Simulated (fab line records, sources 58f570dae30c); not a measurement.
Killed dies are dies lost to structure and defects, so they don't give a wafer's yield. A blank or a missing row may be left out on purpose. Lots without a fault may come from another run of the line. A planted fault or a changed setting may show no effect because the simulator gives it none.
Which tool did it? | flow berkeley_cmos170 | 15 lots, 45 wafers sampled, at 1 step of a route of 331

WHAT THE GAUGES READ, wafer by wafer
UCB170_PSD_OVL_MEAS_07. Usual: PSD_OVL 1 nm, standard deviation 5.2.
lot  | measured     | on         | PSD_OVL (nm) | flag
L431 | day 6 19:28  | overlay-01 | 2 -11 5      |
L434 | day 7 03:40  | overlay-02 | -6 1 0       |
L433 | day 7 03:56  | overlay-01 | 2 1 7        |
L435 | day 7 22:16  | overlay-01 | -6 3 -1      |
L437 | day 8 05:40  | overlay-01 | -2 1 0       |
L439 | day 8 13:05  | overlay-01 | 2 5 3        |
L438 | day 8 13:36  | overlay-01 | -8 -2 -5     |
L436 | day 8 13:58  | overlay-01 | 3 4 8        |
L440 | day 9 04:13  | overlay-01 | 6 1 3        |
L444 | day 10 07:50 | overlay-01 | 1 -2 -2      |
L448 | day 10 13:02 | overlay-01 | 0 4 10       |
L447 | day 10 13:17 | overlay-01 | -4 -4 -8     |
L451 | day 11 01:16 | overlay-01 | 5 13 18      |
L450 | day 11 01:23 | overlay-02 | 4 4 1        |
L452 | day 11 09:38 | overlay-01 | 2 -2 -3      |

WHICH TOOL RAN EACH LOT (tool, then ch and the chambers of the sampled wafers, then the start)
The record holds no process step before these readings.

WHAT THE TOOLS THEMSELVES READ (means of the sampled wafers that have a number; where no wafer has one, the mark that the record gives instead)
The record holds no such reading with a usual standard deviation.

THE ANSWER, worked out from the rows above alone
Rule: a lot is off if the mean of its wafers that have a number lies more than 3 standard deviations from the usual mean. A lot without any number at a reading at which 4 lots or more have one is off too. The other lots that the step has rows for count as sound. The gauges are gone through in route order, then the tools' own readings, and for those a lot's mean is taken as printed above. The first step at which some lot is off is used, and at that step the reading that is off furthest; a lot without a number counts as furthest.
No lot is off at any reading shown: from this, nothing can be told.

WHAT THE SIMULATOR HAD PUT IN
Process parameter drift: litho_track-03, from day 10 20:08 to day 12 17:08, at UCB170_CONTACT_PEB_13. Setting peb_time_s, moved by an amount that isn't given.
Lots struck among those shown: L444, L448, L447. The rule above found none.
